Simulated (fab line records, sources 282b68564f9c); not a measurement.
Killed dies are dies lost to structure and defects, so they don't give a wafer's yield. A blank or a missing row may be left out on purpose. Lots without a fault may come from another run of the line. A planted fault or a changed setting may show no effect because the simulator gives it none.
fab line records | flow rit_cmos
record lots=13 wafers=39 last_day=7
route steps=202 shown M1@184
lots that met no fault: from a run of the same line without faults
start_h: hours from the record's first day to the start of the lot's first wafer shown | wait_h: hours since the lot's step before | " the same as in the row above | L1.1+2: a row that stands for several wafers | - no value, or no start given | * or withheld: withheld | < > ~ a bound
route shown NAME@n: a module of which the file shows steps, and the number in the route of the first | usual: mean/standard deviation of fault-free wafers | same: alike in all rows | chamber/n: place in a boat | sites: the reading at each site | _std_site: their standard deviation | _edge_site: outer sites' mean less inner sites' | radius_mm: how far each site lies from the wafer's centre | mask NAME#n: copy n | behind: the tool/chamber that last shaped the wafer | hold: why the lot was held/for how many hours/how that ended | device: the transistor (n, p or np) that didn't switch | end of line: the same wafers' tests at the end of the route | a step without rows: its recipe alone | killed: dies lost to structure and defects at the first sort, not the wafer's yield | map: a wafer's dies, x killed, . not, _ none there
set.NAME: the setting as run; set.NAME@STEP: as run at that earlier step | model.NAME: the simulator's own value behind a step, which no gauge read
steps of the route over a sample of lots; a table a step, a row a wafer
services: from which hour (start_h, from the record's first day; less than 0 if before it) a tool's chamber was out of use, for how many hours, and why
## steps
# step RIT_M1_SPUTTER_00
# recipe material=Al target_thk_nm=400 power_w=2000 chamber_pressure_pa=0.4 gas=Ar time_s=500 substrate_temp_c=25
# usual throttle_valve_pct=30.1/0.71
# columns lot.wafer tool chamber start_h wait_h throttle_valve_pct
L205.4 pvd_sputter-02 - 53.59 0.0 31.2
L205.5 " - " " 29.6
L205.6 " - " " 30.6
L207.2 pvd_sputter-02 - 65.25 0.0 30.6
L207.4 " - " " 29.6
L207.5 " - " " 30.7
L208.1 pvd_sputter-03 - 69.95 0.0 29.0
L208.2 " - " " 28.9
L208.6 " - " " 30.0
L209.2 pvd_sputter-04 - 74.12 0.0 29.9
L209.3 " - " " 30.2
L209.6 " - " " 30.8
L210.3 pvd_sputter-02 - 79.20 0.0 29.8
L210.4 " - " " 31.3
L210.5 " - " " 30.2
L211.2 pvd_sputter-04 - 82.55 0.0 29.5
L211.3 " - " " 29.9
L211.5 " - " " 29.9
L215.1 pvd_sputter-04 - 102.73 0.0 29.3
L215.4 " - " " 30.1
L215.5 " - " " 30.3
L220.1 pvd_sputter-02 - 132.51 0.0 30.7
L220.3 " - " " 30.3
L220.4 " - " " 29.4
L221.4 pvd_sputter-03 - 132.86 0.0 29.0
L221.5 " - " " 29.2
L221.6 " - " " 29.8
L223.2 pvd_sputter-02 - 149.09 0.0 30.8
L223.4 " - " " 30.6
L223.6 " - " " 30.7
L225.2 pvd_sputter-02 - 157.13 0.0 30.9
L225.4 " - " " 30.2
L225.5 " - " " 30.2
L226.1 pvd_sputter-03 - 160.90 0.0 28.9
L226.4 " - " " 30.0
L226.6 " - " " 30.1
L227.1 pvd_sputter-02 - 162.63 0.0 31.5
L227.2 " - " " 30.1
L227.4 " - " " 29.5
# step RIT_M1_RS_MEAS_01
# recipe thk_meas_gauge=four-point-probe reads=Al_of_M1_SPUTTER_00
# usual M1_AL_RS=0.0736/0.00073
# columns lot.wafer tool chamber start_h wait_h M1_AL_RS[ohm/sq]
L205.4 film_metro-02 - 53.95 0.2 0.0741
L205.5 " - " " 0.0742
L205.6 " - " " 0.0747
L207.2 film_metro-02 - 65.56 0.2 0.0738
L207.4 " - " " 0.0737
L207.5 " - " " 0.0737
L208.1 film_metro-04 - 70.24 0.1 0.0740
L208.2 " - " " 0.0741
L208.6 " - " " 0.0739
L209.2 film_metro-02 - 74.43 0.2 0.0734
L209.3 " - " " 0.0736
L209.6 " - " " 0.0732
L210.3 film_metro-02 - 79.54 0.2 0.0738
L210.4 " - " " 0.0735
L210.5 " - " " 0.0735
L211.2 film_metro-04 - 82.86 0.2 0.0725
L211.3 " - " " 0.0723
L211.5 " - " " 0.0724
L215.1 film_metro-03 - 103.02 0.1 0.0735
L215.4 " - " " 0.0757
L215.5 " - " " 0.0762
L220.1 film_metro-04 - 132.80 0.1 0.0740
L220.3 " - " " 0.0744
L220.4 " - " " 0.0737
L221.4 film_metro-02 - 133.22 0.2 0.0738
L221.5 " - " " 0.0738
L221.6 " - " " 0.0745
L223.2 film_metro-02 - 149.40 0.2 0.0744
L223.4 " - " " 0.0745
L223.6 " - " " 0.0749
L225.2 film_metro-04 - 157.44 0.2 0.0740
L225.4 " - " " 0.0740
L225.5 " - " " 0.0742
L226.1 film_metro-02 - 161.19 0.1 0.0731
L226.4 " - " " 0.0730
L226.6 " - " " 0.0733
L227.1 film_metro-04 - 162.93 0.1 0.0744
L227.2 " - " " 0.0741
L227.4 " - " " 0.0740
# step RIT_M1_THK_MEAS_02
# recipe thk_meas_gauge=xrf reads=Al_of_M1_SPUTTER_00
# usual M1_AL_THK=395/4
# columns lot.wafer tool chamber start_h wait_h M1_AL_THK[nm]
L205.4 film_metro-02 - 54.04 0.1 393
L205.5 " - " " 392
L205.6 " - " " 389
L207.2 film_metro-02 - 65.67 0.1 396
L207.4 " - " " 396
L207.5 " - " " 395
L208.1 film_metro-04 - 70.36 0.1 394
L208.2 " - " " 393
L208.6 " - " " 394
L209.2 film_metro-02 - 74.54 0.1 396
L209.3 " - " " 395
L209.6 " - " " 396
L210.3 film_metro-02 - 79.64 0.1 393
L210.4 " - " " 396
L210.5 " - " " 394
L211.2 film_metro-04 - 82.97 0.1 397
L211.3 " - " " 403
L211.5 " - " " 405
L215.1 film_metro-03 - 103.14 0.1 397
L215.4 " - " " 382
L215.5 " - " " 380
L220.1 film_metro-04 - 132.92 0.1 393
L220.3 " - " " 389
L220.4 " - " " 395
L221.4 film_metro-02 - 133.31 0.1 394
L221.5 " - " " 397
L221.6 " - " " 391
L223.2 film_metro-02 - 149.51 0.1 391
L223.4 " - " " 393
L223.6 " - " " 390
L225.2 film_metro-04 - 157.55 0.1 394
L225.4 " - " " 394
L225.5 " - " " 393
L226.1 film_metro-02 - 161.31 0.1 399
L226.4 " - " " 400
L226.6 " - " " 398
L227.1 film_metro-04 - 163.05 0.1 393
L227.2 " - " " 392
L227.4 " - " " 395
# step RIT_M1_PROBE_99
# usual defect_limited_yield=97.3/1.1 killed_at_contacts=0.1/0.25 killed_at_front_end=7.1/2.9 killed_dies=7.2/2.9 killed_open=3.6/1.9 killed_short=3.5/1.9 sort_bin_3_pad_short=0.1/0.22 sort_bin_5_function=1.5/0.77 sort_bin_6_memory=1.1/0.67 sort_n_pass=256.8/2.9 sort_yield_pct=97.3/1.1
# same gross_dies=264 killed_at_M0_to_M3=0 killed_at_M4_up=0 killed_at_back_side=0 killed_at_other=0
# columns lot.wafer tool chamber start_h wait_h defect_limited_yield[%] killed_at_contacts killed_at_front_end killed_dies killed_open killed_short sort_bin_3_pad_short[%] sort_bin_5_function[%] sort_bin_6_memory[%] sort_n_pass sort_yield_pct[%]
L215.1 prober-01 - 107.65 0.1 95.5 0 12 12 6 6 0 2.7 1.9 252.0 95.5
L215.4 prober-01 - 107.80 0.2 96.6 1 8 9 4 5 0.8 1.5 1.1 255.0 96.6
L215.5 prober-01 - 107.85 0.2 98.1 0 5 5 3 2 0 0.8 1.1 259.0 98.1
L220.1 prober-02 - 138.00 0.1 95.5 0 12 12 6 6 0 1.5 3.0 252.0 95.5
L220.3 prober-02 - 138.10 0.2 96.2 0 10 10 5 5 0 2.3 1.5 254.0 96.2
L220.4 prober-02 - 138.15 0.2 95.8 0 11 11 5 6 1.1 1.9 1.1 253.0 95.8
L221.4 prober-01 - 138.15 0.2 98.5 0 4 4 1 3 0 0.8 0.8 260.0 98.5
L221.5 prober-01 - 138.20 0.2 97.7 0 6 6 4 2 0 1.9 0.4 258.0 97.7
L221.6 prober-01 - 138.25 0.2 98.1 0 5 5 3 2 0.4 1.1 0.4 259.0 98.1
L223.2 prober-01 - 153.72 0.1 97.0 0 8 8 3 5 0 1.9 1.1 256.0 97.0
L223.4 prober-01 - 153.82 0.2 98.5 0 4 4 1 3 0 1.1 0.4 260.0 98.5
L223.6 prober-01 - 153.92 0.2 97.3 0 7 7 3 4 0.8 1.5 0.4 257.0 97.3
L225.2 prober-01 - 161.19 0.1 97.0 1 7 8 5 3 0 1.1 1.9 256.0 97.0
L225.4 prober-01 - 161.29 0.2 95.5 0 12 12 6 6 0.4 1.5 2.7 252.0 95.5
L225.5 prober-01 - 161.34 0.2 97.0 0 8 8 5 3 0 0.8 2.3 256.0 97.0
L226.1 prober-02 - 165.04 0.1 97.3 0 7 7 3 4 0 1.5 1.1 257.0 97.3
L226.4 prober-02 - 165.19 0.2 97.3 0 7 7 4 3 0 0.4 2.3 257.0 97.3
L226.6 prober-02 - 165.29 0.2 96.2 0 10 10 6 4 0 3.0 0.8 254.0 96.2
L227.1 prober-02 - 167.98 0.1 97.7 0 6 6 3 3 0 0.8 1.5 258.0 97.7
L227.2 prober-02 - 168.03 0.1 95.8 0 11 11 6 5 0 2.3 1.9 253.0 95.8
L227.4 prober-02 - 168.13 0.2 98.9 0 3 3 1 2 0 1.1 0 261.0 98.9
# killed by level:class
L215.1 GATE:geometric_particle:short=3 GATE:geometric_particle:open=3 REOX:geometric_particle:open=2 SILICIDE:geometric_particle:short=2 FOX2:geometric_particle:short=1 SPACER:geometric_particle:open=1
L215.4 SPACER:geometric_particle:short=3 GATE:geometric_particle:open=2 FOX2:geometric_particle:short=1 REOX:geometric_particle:open=1 SPACER:geometric_particle:open=1 CONTACT:geometric_particle:short=1
L215.5 FOX2:geometric_particle:short=2 FOX2:geometric_particle:open=1 GATE:geometric_particle:open=1 REOX:geometric_particle:open=1
L220.1 REOX:geometric_particle:short=3 FOX2:geometric_particle:open=2 SPACER:geometric_particle:open=2 FOX1:geometric_particle:short=1 FOX1:geometric_particle:open=1 SPACER:geometric_particle:short=1 SILICIDE:geometric_particle:short=1 SILICIDE:geometric_particle:open=1
L220.3 REOX:geometric_particle:short=3 REOX:geometric_particle:open=3 GATE:geometric_particle:short=2 FOX1:geometric_particle:open=1 GATE:geometric_particle:open=1
L220.4 GATE:geometric_particle:short=3 REOX:geometric_particle:open=2 FOX1:geometric_particle:short=1 FOX2:geometric_particle:open=1 GATE:geometric_particle:open=1 REOX:geometric_particle:short=1 SPACER:geometric_particle:short=1 SPACER:geometric_particle:open=1
L221.4 FOX1:geometric_particle:short=1 REOX:geometric_particle:short=1 REOX:geometric_particle:open=1 SILICIDE:geometric_particle:short=1
L221.5 GATE:geometric_particle:open=2 GATE:geometric_particle:short=1 SPACER:geometric_particle:open=1 SILICIDE:geometric_particle:short=1 SILICIDE:geometric_particle:open=1
L221.6 GATE:geometric_particle:open=2 REOX:geometric_particle:short=1 SPACER:geometric_particle:open=1 SPACER:geometric_particle:short=1
L223.2 SPACER:geometric_particle:short=2 FOX1:geometric_particle:open=1 FOX1:geometric_particle:short=1 GATE:geometric_particle:short=1 REOX:geometric_particle:open=1 SPACER:geometric_particle:open=1 SILICIDE:geometric_particle:short=1
L223.4 GATE:geometric_particle:short=2 GATE:geometric_particle:open=1 SILICIDE:geometric_particle:short=1
L223.6 FOX1:geometric_particle:open=2 FOX1:geometric_particle:short=1 GATE:geometric_particle:short=1 SPACER:geometric_particle:short=1 SPACER:geometric_particle:open=1 SILICIDE:geometric_particle:short=1
L225.2 GATE:geometric_particle:open=2 SPACER:geometric_particle:open=2 GATE:geometric_particle:short=1 REOX:geometric_particle:open=1 REOX:geometric_particle:short=1 CONTACT:geometric_particle:short=1
L225.4 GATE:geometric_particle:open=4 GATE:geometric_particle:short=3 FOX1:geometric_particle:open=1 REOX:geometric_particle:short=1 REOX:geometric_particle:open=1 SPACER:geometric_particle:short=1 SILICIDE:geometric_particle:short=1
L225.5 GATE:geometric_particle:open=2 SILICIDE:geometric_particle:open=2 FOX1:geometric_particle:short=1 FOX2:geometric_particle:open=1 GATE:geometric_particle:short=1 SILICIDE:geometric_particle:short=1
L226.1 GATE:geometric_particle:short=3 FOX1:geometric_particle:open=1 FOX1:geometric_particle:short=1 FOX2:geometric_particle:open=1 GATE:geometric_particle:open=1
L226.4 FOX1:geometric_particle:open=1 FOX1:geometric_particle:short=1 FOX2:geometric_particle:open=1 FOX2:geometric_particle:short=1 GATE:geometric_particle:short=1 GATE:geometric_particle:open=1 REOX:geometric_particle:open=1
L226.6 GATE:geometric_particle:open=3 GATE:geometric_particle:short=2 FOX1:geometric_particle:open=1 REOX:geometric_particle:open=1 SPACER:geometric_particle:open=1 SPACER:geometric_particle:short=1 SILICIDE:geometric_particle:short=1
L227.1 FOX2:geometric_particle:short=1 FOX2:geometric_particle:open=1 GATE:geometric_particle:short=1 REOX:geometric_particle:open=1 SPACER:geometric_particle:short=1 SPACER:geometric_particle:open=1
L227.2 GATE:geometric_particle:short=3 FOX1:geometric_particle:open=2 FOX2:geometric_particle:short=2 REOX:geometric_particle:open=2 FOX2:geometric_particle:open=1 SILICIDE:geometric_particle:open=1
L227.4 FOX1:geometric_particle:open=1 GATE:geometric_particle:short=1 SPACER:geometric_particle:short=1
## services
# columns tool chamber start_h hours kind
pvd_sputter-03 - 35.80 0.5 repair
pvd_sputter-04 - 70.36 1.3 repair
## key
first_sign step=RIT_M1_RS_MEAS_01 reading=M1_AL_RS direction=up sigmas=3.2 usual=0.0736 struck=0.0760
effect step=RIT_M1_THK_MEAS_02 reading=M1_AL_THK direction=down sigmas=3.5 usual=395 struck=381
met_at RIT_M1_SPUTTER_00
struck_lots L215
struck_wafers L215.4,L215.5
onset_between 74.12 102.73
fault kind=site_profile_drift tool=pvd_sputter-04 chamber=- onset_h=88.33 steps=RIT_M1_SPUTTER_00 basis=fraction max_abs_drift=0.05275 slope_share_per_hr=26.375 site_pattern=0,0,0,0,0,-1,-1,-1,-1 scope=struck_wafers_only
